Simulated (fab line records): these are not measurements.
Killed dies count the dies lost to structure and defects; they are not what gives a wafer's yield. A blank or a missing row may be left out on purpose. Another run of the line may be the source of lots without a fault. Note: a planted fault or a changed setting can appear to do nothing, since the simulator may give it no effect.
Which of the tools did it? || flow ritCmos || 39 wafers from 13 lots sampled at 5 of the route's 202 steps

WHAT EACH GAUGE READ, for each wafer
RIT_PWELL_TW_MEAS_10. Usual: for PWELL_TW the level is 954 and the standard deviation is 6.9.
{"lot": "L846", "measured": "day 2 01:03", "on": "filmMetro-02", "PWELL_TW": "956 962 955", "flag": ""}
{"lot": "L847", "measured": "day 2 04:53", "on": "filmMetro-02", "PWELL_TW": "954 961 961", "flag": ""}
{"lot": "L848", "measured": "day 2 11:44", "on": "filmMetro-02", "PWELL_TW": "959 957 959", "flag": ""}
{"lot": "L849", "measured": "day 2 15:55", "on": "filmMetro-02", "PWELL_TW": "958 964 961", "flag": ""}
{"lot": "L850", "measured": "day 3 00:10", "on": "filmMetro-02", "PWELL_TW": "956 964 962", "flag": ""}
{"lot": "L851", "measured": "day 3 02:22", "on": "filmMetro-02", "PWELL_TW": "958 960 958", "flag": ""}
{"lot": "L852", "measured": "day 3 05:56", "on": "filmMetro-02", "PWELL_TW": "968 964 964", "flag": ""}
{"lot": "L853", "measured": "day 3 12:09", "on": "filmMetro-03", "PWELL_TW": "951 954 955", "flag": ""}
{"lot": "L856", "measured": "day 4 04:01", "on": "filmMetro-03", "PWELL_TW": "960 956 960", "flag": ""}
{"lot": "L858", "measured": "day 4 13:03", "on": "filmMetro-04", "PWELL_TW": "942 944 950", "flag": ""}
{"lot": "L859", "measured": "day 4 19:02", "on": "filmMetro-03", "PWELL_TW": "955 954 956", "flag": ""}
{"lot": "L866", "measured": "day 6 03:32", "on": "filmMetro-03", "PWELL_TW": "957 953 952", "flag": ""}
{"lot": "L869", "measured": "day 6 23:34", "on": "filmMetro-03", "PWELL_TW": "950 956 949", "flag": ""}

RIT_NLDD_OVL_MEAS_06. Usual: for NLDD_OVL the level is -1.8 nm and the standard deviation is 1.2.
{"lot": "L846", "measured": "day 2 20:10", "on": "overlay-01", "NLDD_OVL (nm)": "-3.2 -4.1 -2.6", "flag": ""}
{"lot": "L847", "measured": "day 3 00:23", "on": "overlay-02", "NLDD_OVL (nm)": "-0.7 -1.1 -0.6", "flag": ""}
{"lot": "L848", "measured": "day 3 07:46", "on": "overlay-01", "NLDD_OVL (nm)": "-4.2 -3.5 -2.8", "flag": ""}
{"lot": "L849", "measured": "day 3 12:57", "on": "overlay-01", "NLDD_OVL (nm)": "-1.6 -2.6 -2.3", "flag": ""}
{"lot": "L850", "measured": "day 3 19:15", "on": "overlay-01", "NLDD_OVL (nm)": "1.1 -0.9 0.4", "flag": ""}
{"lot": "L851", "measured": "day 3 21:10", "on": "overlay-02", "NLDD_OVL (nm)": "-3.3 -4.6 -2.5", "flag": ""}
{"lot": "L852", "measured": "day 4 04:32", "on": "overlay-01", "NLDD_OVL (nm)": "-1.0 -0.9 -1.6", "flag": ""}
{"lot": "L853", "measured": "day 4 09:45", "on": "overlay-01", "NLDD_OVL (nm)": "-2.0 -1.8 -2.5", "flag": ""}
{"lot": "L856", "measured": "day 5 00:01", "on": "overlay-02", "NLDD_OVL (nm)": "-2.0 -2.4 -1.5", "flag": ""}
{"lot": "L858", "measured": "day 5 09:15", "on": "overlay-02", "NLDD_OVL (nm)": "-1.5 -0.9 -2.4", "flag": ""}
{"lot": "L859", "measured": "day 5 14:43", "on": "overlay-01", "NLDD_OVL (nm)": "0.0 -2.3 -1.8", "flag": ""}
{"lot": "L866", "measured": "day 7 04:13", "on": "overlay-01", "NLDD_OVL (nm)": "-0.8 1.0 0.2", "flag": ""}
{"lot": "L869", "measured": "day 7 22:32", "on": "overlay-02", "NLDD_OVL (nm)": "-1.6 -0.3 -0.7", "flag": ""}

RIT_M1_CD_MEAS_09 targets a cd of 2600 nm. Usual: cdNm reads 2599.8 nm (standard deviation 2.1).
{"lot": "L846", "measured": "day 3 08:51", "on": "cdSem-02", "cdNm (nm)": "2600.1 2599.3 2599.8", "flag": ""}
{"lot": "L847", "measured": "day 3 13:16", "on": "cdSem-02", "cdNm (nm)": "2601.7 2599.0 2599.8", "flag": ""}
{"lot": "L848", "measured": "day 3 20:22", "on": "cdSem-02", "cdNm (nm)": "2601.3 2597.5 2599.5", "flag": ""}
{"lot": "L849", "measured": "day 4 02:38", "on": "cdSem-02", "cdNm (nm)": "2601.2 2599.5 2601.6", "flag": ""}
{"lot": "L850", "measured": "day 4 08:20", "on": "cdSem-02", "cdNm (nm)": "2599.6 2600.9 2597.7", "flag": ""}
{"lot": "L851", "measured": "day 4 09:58", "on": "cdSem-02", "cdNm (nm)": "2605.3 2604.7 2603.2", "flag": ""}
{"lot": "L852", "measured": "day 4 17:59", "on": "cdSem-02", "cdNm (nm)": "2601.8 2598.5 2598.1", "flag": ""}
{"lot": "L853", "measured": "day 4 23:13", "on": "cdSem-02", "cdNm (nm)": "2604.9 2605.2 2602.7", "flag": ""}
{"lot": "L856", "measured": "day 5 13:27", "on": "cdSem-01", "cdNm (nm)": "2596.0 2597.6 2599.4", "flag": ""}
{"lot": "L858", "measured": "day 5 22:28", "on": "cdSem-02", "cdNm (nm)": "2601.0 2598.1 2598.4", "flag": ""}
{"lot": "L859", "measured": "day 6 03:46", "on": "cdSem-01", "cdNm (nm)": "2600.0 2599.7 2596.7", "flag": ""}
{"lot": "L866", "measured": "day 7 16:44", "on": "cdSem-02", "cdNm (nm)": "2583.5 2582.3 2580.7", "flag": "OFF"}
{"lot": "L869", "measured": "day 8 11:17", "on": "cdSem-02", "cdNm (nm)": "2603.1 2602.6 2600.4", "flag": ""}

EACH LOT AND THE TOOL THAT RAN IT (in order: tool; ch and the chambers of the sampled wafers; start)
{"lot": "L846", "RIT_SILICIDE_SPUTTER_01": "pvdSputter-01, day 3 04:36", "RIT_M1_EXPOSE_06": "ilineStepper-01 ch 0, day 3 08:25"}
{"lot": "L847", "RIT_SILICIDE_SPUTTER_01": "pvdSputter-04, day 3 08:49", "RIT_M1_EXPOSE_06": "ilineStepper-02 ch 0, day 3 12:50"}
{"lot": "L848", "RIT_SILICIDE_SPUTTER_01": "pvdSputter-02, day 3 16:10", "RIT_M1_EXPOSE_06": "ilineStepper-02 ch 0, day 3 19:56"}
{"lot": "L849", "RIT_SILICIDE_SPUTTER_01": "pvdSputter-01, day 3 22:17", "RIT_M1_EXPOSE_06": "ilineStepper-01 ch 0, day 4 02:12"}
{"lot": "L850", "RIT_SILICIDE_SPUTTER_01": "pvdSputter-04, day 4 03:53", "RIT_M1_EXPOSE_06": "ilineStepper-01 ch 0, day 4 07:54"}
{"lot": "L851", "RIT_SILICIDE_SPUTTER_01": "pvdSputter-01, day 4 05:53", "RIT_M1_EXPOSE_06": "ilineStepper-01 ch 0, day 4 09:32"}
{"lot": "L852", "RIT_SILICIDE_SPUTTER_01": "pvdSputter-04, day 4 13:45", "RIT_M1_EXPOSE_06": "ilineStepper-01 ch 0, day 4 17:33"}
{"lot": "L853", "RIT_SILICIDE_SPUTTER_01": "pvdSputter-02, day 4 18:46", "RIT_M1_EXPOSE_06": "ilineStepper-02 ch 0, day 4 22:45"}
{"lot": "L856", "RIT_SILICIDE_SPUTTER_01": "pvdSputter-04, day 5 09:21", "RIT_M1_EXPOSE_06": "ilineStepper-02 ch 0, day 5 13:01"}
{"lot": "L858", "RIT_SILICIDE_SPUTTER_01": "pvdSputter-04, day 5 17:44", "RIT_M1_EXPOSE_06": "ilineStepper-02 ch 0, day 5 21:46"}
{"lot": "L859", "RIT_SILICIDE_SPUTTER_01": "pvdSputter-02, day 5 23:14", "RIT_M1_EXPOSE_06": "ilineStepper-01 ch 0, day 6 03:05"}
{"lot": "L866", "RIT_SILICIDE_SPUTTER_01": "pvdSputter-04, day 7 12:35", "RIT_M1_EXPOSE_06": "ilineStepper-02 ch 0, day 7 16:18"}
{"lot": "L869", "RIT_SILICIDE_SPUTTER_01": "pvdSputter-04, day 8 06:56", "RIT_M1_EXPOSE_06": "ilineStepper-01 ch 0, day 8 10:46"}
- RIT_SILICIDE_SPUTTER_01: material Ti, target thk 30 nm, time 246.4 s.
- RIT_M1_EXPOSE_06: exposes mask M12, target cd 2600 nm.

WHAT THE TOOLS THEMSELVES READ (means of the sampled wafers that have a number; where no wafer has one, the mark that the record gives instead)
RIT_SILICIDE_SPUTTER_01. Usual: throttleValvePct reads 29.8 % (standard deviation 1).
{"lot": "L846", "tool": "pvdSputter-01", "throttleValvePct (%)": 31.2, "flag": ""}
{"lot": "L847", "tool": "pvdSputter-04", "throttleValvePct (%)": 30.1, "flag": ""}
{"lot": "L848", "tool": "pvdSputter-02", "throttleValvePct (%)": 29.7, "flag": ""}
{"lot": "L849", "tool": "pvdSputter-01", "throttleValvePct (%)": 29.9, "flag": ""}
{"lot": "L850", "tool": "pvdSputter-04", "throttleValvePct (%)": 29.4, "flag": ""}
{"lot": "L851", "tool": "pvdSputter-01", "throttleValvePct (%)": 29.8, "flag": ""}
{"lot": "L852", "tool": "pvdSputter-04", "throttleValvePct (%)": 29.5, "flag": ""}
{"lot": "L853", "tool": "pvdSputter-02", "throttleValvePct (%)": 30.3, "flag": ""}
{"lot": "L856", "tool": "pvdSputter-04", "throttleValvePct (%)": 30.1, "flag": ""}
{"lot": "L858", "tool": "pvdSputter-04", "throttleValvePct (%)": 30.3, "flag": ""}
{"lot": "L859", "tool": "pvdSputter-02", "throttleValvePct (%)": 29.6, "flag": ""}
{"lot": "L866", "tool": "pvdSputter-04", "throttleValvePct (%)": 30.2, "flag": ""}
{"lot": "L869", "tool": "pvdSputter-04", "throttleValvePct (%)": 29.5, "flag": ""}

RIT_M1_EXPOSE_06. Usual: exposureDoseMJCm2 250.02, standard deviation 0.23; focusOffsetNm 0.0 nm, standard deviation 0.45; stageVelMmS 500.00 mm/s, standard deviation 0.28.
{"lot": "L846", "tool": "ilineStepper-01", "exposureDoseMJCm2": 250.05, "focusOffsetNm (nm)": -0.4, "stageVelMmS (mm/s)": 500.18, "flag": ""}
{"lot": "L847", "tool": "ilineStepper-02", "exposureDoseMJCm2": 250.11, "focusOffsetNm (nm)": -0.1, "stageVelMmS (mm/s)": 499.96, "flag": ""}
{"lot": "L848", "tool": "ilineStepper-02", "exposureDoseMJCm2": 250.05, "focusOffsetNm (nm)": -0.5, "stageVelMmS (mm/s)": 499.87, "flag": ""}
{"lot": "L849", "tool": "ilineStepper-01", "exposureDoseMJCm2": 250.11, "focusOffsetNm (nm)": 0.2, "stageVelMmS (mm/s)": 499.64, "flag": ""}
{"lot": "L850", "tool": "ilineStepper-01", "exposureDoseMJCm2": 249.98, "focusOffsetNm (nm)": 0.3, "stageVelMmS (mm/s)": 500.44, "flag": ""}
{"lot": "L851", "tool": "ilineStepper-01", "exposureDoseMJCm2": 249.85, "focusOffsetNm (nm)": 0.1, "stageVelMmS (mm/s)": 499.80, "flag": ""}
{"lot": "L852", "tool": "ilineStepper-01", "exposureDoseMJCm2": 250.07, "focusOffsetNm (nm)": -0.0, "stageVelMmS (mm/s)": 500.06, "flag": ""}
{"lot": "L853", "tool": "ilineStepper-02", "exposureDoseMJCm2": 250.16, "focusOffsetNm (nm)": -0.2, "stageVelMmS (mm/s)": 500.23, "flag": ""}
{"lot": "L856", "tool": "ilineStepper-02", "exposureDoseMJCm2": 250.05, "focusOffsetNm (nm)": -0.1, "stageVelMmS (mm/s)": 500.08, "flag": ""}
{"lot": "L858", "tool": "ilineStepper-02", "exposureDoseMJCm2": 249.97, "focusOffsetNm (nm)": -0.3, "stageVelMmS (mm/s)": 499.70, "flag": ""}
{"lot": "L859", "tool": "ilineStepper-01", "exposureDoseMJCm2": 250.08, "focusOffsetNm (nm)": 0.1, "stageVelMmS (mm/s)": 500.34, "flag": ""}
{"lot": "L866", "tool": "ilineStepper-02", "exposureDoseMJCm2": 248.00, "focusOffsetNm (nm)": -0.5, "stageVelMmS (mm/s)": 500.12, "flag": "OFF"}
{"lot": "L869", "tool": "ilineStepper-01", "exposureDoseMJCm2": 250.10, "focusOffsetNm (nm)": 0.2, "stageVelMmS (mm/s)": 500.06, "flag": ""}

THE ANSWER, worked out from the rows above alone
Rule: lot off if the mean of its wafers having a number is beyond 3 standard deviations from the usual mean. Also off: a lot with no number at a reading for which 4 or more lots have one. All remaining lots with rows at the step are treated as sound. Order of review: gauges by route order, followed by the tools' own readings, for which a lot's mean as printed above is used. At the first step where some lot is off, the reading lying furthest off is the one used; lots without a number count as furthest.
Off at RIT_M1_CD_MEAS_09 (cdNm): L866.
A tool fits if, at a process step before that reading, it ran every lot that is off, and no sound lot after the first of them. The gauges at RIT_M1_CD_MEAS_09 aren't tried: what is off there is off at RIT_M1_EXPOSE_06 too, on other tools, and a gauge's error can't cause that. One fits: RIT_M1_EXPOSE_06 on ilineStepper-02. Its last sound lot is L858 (day 5 21:46), its first lot that is off L866 (day 7 16:18): a fault that began between those two fits.
The tool's own readings at RIT_M1_EXPOSE_06 bear it out: on the lots that are off they differ by more than 5 times the standard deviation of the sound lots' means. exposureDoseMJCm2 reads 248.00 there against 250.05 on the sound lots.

WHAT THE SIMULATOR PUT IN
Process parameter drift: ilineStepper-02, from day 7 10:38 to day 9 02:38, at RIT_M1_EXPOSE_06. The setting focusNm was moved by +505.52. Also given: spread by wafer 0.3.
Lots struck among those shown: L866. The rule above found the same.
